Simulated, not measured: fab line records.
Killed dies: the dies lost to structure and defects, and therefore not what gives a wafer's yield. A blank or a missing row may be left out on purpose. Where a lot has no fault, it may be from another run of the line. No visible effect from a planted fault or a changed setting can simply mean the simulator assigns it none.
Lot-split experiment / flow berkeleyCmos170 / 27 wafers read from 5 lots, route of 331 steps

== ON THE SPLIT ==
At UCB170_V1_CVD_00 (deposits SiO2 from TEOS/O2, target thk 2000 nm, time 250 s), the setting timeS was moved away from the recipe's 250 s on 6 of the 27 wafers read, by -32.3% to +48.8%. For the rest of the wafers, this setting stayed at what the recipe calls for.

Split to reading: the file shows no intervening step.

== THE READING ==
Values of V1_TEOS_THK in nm from UCB170_V1_THK_MEAS_01. On this fab line, fault-free wafers typically give 2001 nm with a standard deviation of 27 nm.

wafer=L077.1; tool, chamber at the split=pecvd-01, 2; timeS as run, s=169.2; against the recipe=-32.3%; V1_TEOS_THK, nm=1360; against lot-mates on the recipe=-658
wafer=L077.2; tool, chamber at the split=pecvd-01, 0; timeS as run, s=250; against the recipe=recipe; V1_TEOS_THK, nm=1980; against lot-mates on the recipe=-
wafer=L077.3; tool, chamber at the split=pecvd-01, 1; timeS as run, s=169.2; against the recipe=-32.3%; V1_TEOS_THK, nm=1351; against lot-mates on the recipe=-667
wafer=L077.4; tool, chamber at the split=pecvd-01, 1; timeS as run, s=250; against the recipe=recipe; V1_TEOS_THK, nm=2030; against lot-mates on the recipe=-
wafer=L077.5; tool, chamber at the split=pecvd-01, 0; timeS as run, s=250; against the recipe=recipe; V1_TEOS_THK, nm=2043; against lot-mates on the recipe=-
wafer=L077.6; tool, chamber at the split=pecvd-01, 2; timeS as run, s=169.2; against the recipe=-32.3%; V1_TEOS_THK, nm=1386; against lot-mates on the recipe=-632
wafer=L079.1; tool, chamber at the split=pecvd-04, 0; timeS as run, s=250; against the recipe=recipe; V1_TEOS_THK, nm=1964; against lot-mates on the recipe=-
wafer=L079.2; tool, chamber at the split=pecvd-04, 1; timeS as run, s=250; against the recipe=recipe; V1_TEOS_THK, nm=1961; against lot-mates on the recipe=-
wafer=L079.3; tool, chamber at the split=pecvd-04, 2; timeS as run, s=250; against the recipe=recipe; V1_TEOS_THK, nm=1969; against lot-mates on the recipe=-
wafer=L079.4; tool, chamber at the split=pecvd-04, 0; timeS as run, s=250; against the recipe=recipe; V1_TEOS_THK, nm=1994; against lot-mates on the recipe=-
wafer=L079.5; tool, chamber at the split=pecvd-04, 1; timeS as run, s=250; against the recipe=recipe; V1_TEOS_THK, nm=1982; against lot-mates on the recipe=-
wafer=L079.6; tool, chamber at the split=pecvd-04, 2; timeS as run, s=250; against the recipe=recipe; V1_TEOS_THK, nm=2010; against lot-mates on the recipe=-
wafer=L081.1; tool, chamber at the split=pecvd-04, 1; timeS as run, s=250; against the recipe=recipe; V1_TEOS_THK, nm=1958; against lot-mates on the recipe=-
wafer=L081.2; tool, chamber at the split=pecvd-04, 0; timeS as run, s=250; against the recipe=recipe; V1_TEOS_THK, nm=1953; against lot-mates on the recipe=-
wafer=L081.3; tool, chamber at the split=pecvd-04, 2; timeS as run, s=250; against the recipe=recipe; V1_TEOS_THK, nm=2015; against lot-mates on the recipe=-
wafer=L081.4; tool, chamber at the split=pecvd-04, 2; timeS as run, s=250; against the recipe=recipe; V1_TEOS_THK, nm=2008; against lot-mates on the recipe=-
wafer=L081.5; tool, chamber at the split=pecvd-04, 1; timeS as run, s=250; against the recipe=recipe; V1_TEOS_THK, nm=1980; against lot-mates on the recipe=-
wafer=L081.6; tool, chamber at the split=pecvd-04, 0; timeS as run, s=250; against the recipe=recipe; V1_TEOS_THK, nm=1980; against lot-mates on the recipe=-
wafer=L082.1; tool, chamber at the split=pecvd-04, 0; timeS as run, s=250; against the recipe=recipe; V1_TEOS_THK, nm=1971; against lot-mates on the recipe=-
wafer=L082.4; tool, chamber at the split=pecvd-04, 2; timeS as run, s=250; against the recipe=recipe; V1_TEOS_THK, nm=2018; against lot-mates on the recipe=-
wafer=L082.6; tool, chamber at the split=pecvd-04, 1; timeS as run, s=250; against the recipe=recipe; V1_TEOS_THK, nm=1999; against lot-mates on the recipe=-
wafer=L084.1; tool, chamber at the split=pecvd-04, 1; timeS as run, s=372; against the recipe=+48.8%; V1_TEOS_THK, nm=2933; against lot-mates on the recipe=+939
wafer=L084.2; tool, chamber at the split=pecvd-04, 2; timeS as run, s=372; against the recipe=+48.8%; V1_TEOS_THK, nm=2973; against lot-mates on the recipe=+979
wafer=L084.3; tool, chamber at the split=pecvd-04, 0; timeS as run, s=250; against the recipe=recipe; V1_TEOS_THK, nm=1966; against lot-mates on the recipe=-
wafer=L084.4; tool, chamber at the split=pecvd-04, 1; timeS as run, s=250; against the recipe=recipe; V1_TEOS_THK, nm=1990; against lot-mates on the recipe=-
wafer=L084.5; tool, chamber at the split=pecvd-04, 0; timeS as run, s=372; against the recipe=+48.8%; V1_TEOS_THK, nm=2955; against lot-mates on the recipe=+961
wafer=L084.6; tool, chamber at the split=pecvd-04, 2; timeS as run, s=250; against the recipe=recipe; V1_TEOS_THK, nm=2026; against lot-mates on the recipe=-

THE FIT
A straight line over all 27 wafers: V1_TEOS_THK changes by +19.6 nm for each +1% of timeS; r = +1.00; the points scatter about the line by 25 nm.
The same after taking each lot's own level away (the mean of its wafers on the recipe; 27 wafers): +19.8 nm for each +1%; r = +1.00; scatter 22 nm.
According to that fit, moving timeS by its largest amount changes the reading by 9.7e+02 nm.
Measured against the standard deviation above, the lots' own levels, which go from 1980.0 to 2017.7 nm, span 1.4 times it.
Hence the lot-to-lot level has little effect on the slope; both slopes agree.
Check: +975 nm against its lot-mates is what the line predicts for one of the wafers moved furthest among these (+48.8%) when that wafer is left out of the fit. Against them it came out at +939 nm.

== THE OTHER SPLITS THESE WAFERS WENT THROUGH ==
Other splits were also applied to these wafers ahead of the reading. Each is held against what the fit with the lots' levels taken away leaves over:
other split on the same wafers=UCB170_PWELL_ETCH_14 timeS; wafers away from the commonest value=6; r with V1_TEOS_THK (lot level and that fit taken away)=-0.01
other split on the same wafers=UCB170_WELLDRIVE_OXIDATION_01 oxTimeS; wafers away from the commonest value=18; r with V1_TEOS_THK (lot level and that fit taken away)=+0.11
other split on the same wafers=UCB170_SPACER_CVD_00 timeS; wafers away from the commonest value=9; r with V1_TEOS_THK (lot level and that fit taken away)=+0.03
other split on the same wafers=UCB170_M1_SPUTTER_00 timeS; wafers away from the commonest value=6; r with V1_TEOS_THK (lot level and that fit taken away)=+0.05

== THE WHOLE CHAIN: every reading that the file lists as answering this split, in the file's order ==
step=UCB170_V1_CVD_00; what it does=deposits SiO2 from TEOS/O2, target thk 2000 nm, time 250 s; reading=SiO2_of_V1_CVD_00.thkNm (the simulator's own value, which no gauge read); change (the file's fit)=+19.8 nm for each +1% of the setting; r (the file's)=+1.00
step=UCB170_V1_THK_MEAS_01; what it does=; reading=V1_TEOS_THK; change (the file's fit)=+19.8 for each +1% of the setting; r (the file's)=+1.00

== THE FILE'S OWN FIT ==
V1_TEOS_THK changes by +19.8 nm for each +1% of timeS, r = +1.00.
